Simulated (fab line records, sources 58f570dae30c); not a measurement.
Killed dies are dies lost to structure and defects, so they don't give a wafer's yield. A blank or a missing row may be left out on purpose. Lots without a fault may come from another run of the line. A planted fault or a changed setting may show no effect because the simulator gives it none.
Split-lot experiment | flow berkeley_cmos170 | 5 lots, 23 wafers read, on a route of 331 steps

THE SPLIT
At UCB170_SACOX_OXIDATION_01 (target thk 14.4 nm, ox time 2400 s), the setting temp_c was moved away from the recipe's 900 C on 15 of the 23 wafers read, by -1.2% to +1.5%. The other wafers ran this setting at the recipe's value.

The file shows no step between the split and the reading.

THE READING
SACOX_OXIDE_THK, in nm, at UCB170_SACOX_THK_MEAS_02. Fault-free wafers of this fab line usually give 14.40 nm, standard deviation 0.21 nm.

wafer  | tool, chamber at the split | temp_c as run, C | against the recipe | SACOX_OXIDE_THK, nm | against lot-mates on the recipe
L077.1 | -, -                       | 900              | recipe             | 14.38               | -
L077.3 | -, -                       | 900              | recipe             | 14.17               | -
L077.4 | -, -                       | 900              | recipe             | 14.55               | -
L077.5 | -, -                       | 900              | recipe             | 14.57               | -
L077.6 | -, -                       | 900              | recipe             | 14.54               | -
L078.1 | -, -                       | 892.3            | -0.9%              | 13.26               | no lot-mate on the recipe
L078.3 | -, -                       | 892.3            | -0.9%              | 13.26               | no lot-mate on the recipe
L078.4 | -, -                       | 892.3            | -0.9%              | 13.24               | no lot-mate on the recipe
L078.5 | -, -                       | 892.3            | -0.9%              | 13.23               | no lot-mate on the recipe
L078.6 | -, -                       | 892.3            | -0.9%              | 13.53               | no lot-mate on the recipe
L079.1 | -, -                       | 913.4            | +1.5%              | 16.72               | no lot-mate on the recipe
L079.2 | -, -                       | 913.4            | +1.5%              | 16.74               | no lot-mate on the recipe
L079.3 | -, -                       | 913.4            | +1.5%              | 16.42               | no lot-mate on the recipe
L079.4 | -, -                       | 913.4            | +1.5%              | 16.28               | no lot-mate on the recipe
L079.5 | -, -                       | 913.4            | +1.5%              | 16.56               | no lot-mate on the recipe
L081.1 | furnace-04, 0              | 900              | recipe             | 14.46               | -
L081.3 | furnace-04, 0              | 900              | recipe             | 14.40               | -
L081.6 | furnace-04, 0              | 900              | recipe             | 14.49               | -
L083.1 | -, -                       | 889.1            | -1.2%              | 12.87               | no lot-mate on the recipe
L083.3 | -, -                       | 889.1            | -1.2%              | 12.79               | no lot-mate on the recipe
L083.4 | -, -                       | 889.1            | -1.2%              | 12.45               | no lot-mate on the recipe
L083.5 | -, -                       | 889.1            | -1.2%              | 12.82               | no lot-mate on the recipe
L083.6 | -, -                       | 889.1            | -1.2%              | 12.75               | no lot-mate on the recipe

THE FIT
A straight line over all 23 wafers: SACOX_OXIDE_THK changes by +1.4 nm for each +1% of temp_c; r = +0.99; the points scatter about the line by 0.15 nm.
Too few moved wafers have a lot-mate on the recipe to fit a line with each lot's own level taken away.

THE WHOLE CHAIN: every reading that the file lists as answering this split, in the file's order
step                      | what it does                       | reading                                                                            | change (the file's fit)             | r (the file's)
UCB170_SACOX_OXIDATION_01 | target thk 14.4 nm, ox time 2400 s | SiO2_of_SACOX_OXIDATION_01.thk_nm (the simulator's own value, which no gauge read) | +1.4 nm for each +1% of the setting | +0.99
UCB170_SACOX_THK_MEAS_02  |                                    | SACOX_OXIDE_THK                                                                    | +1.4 for each +1% of the setting    | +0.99

THE FILE'S OWN FIT
SACOX_OXIDE_THK changes by +1.4 nm for each +1% of temp_c, r = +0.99.
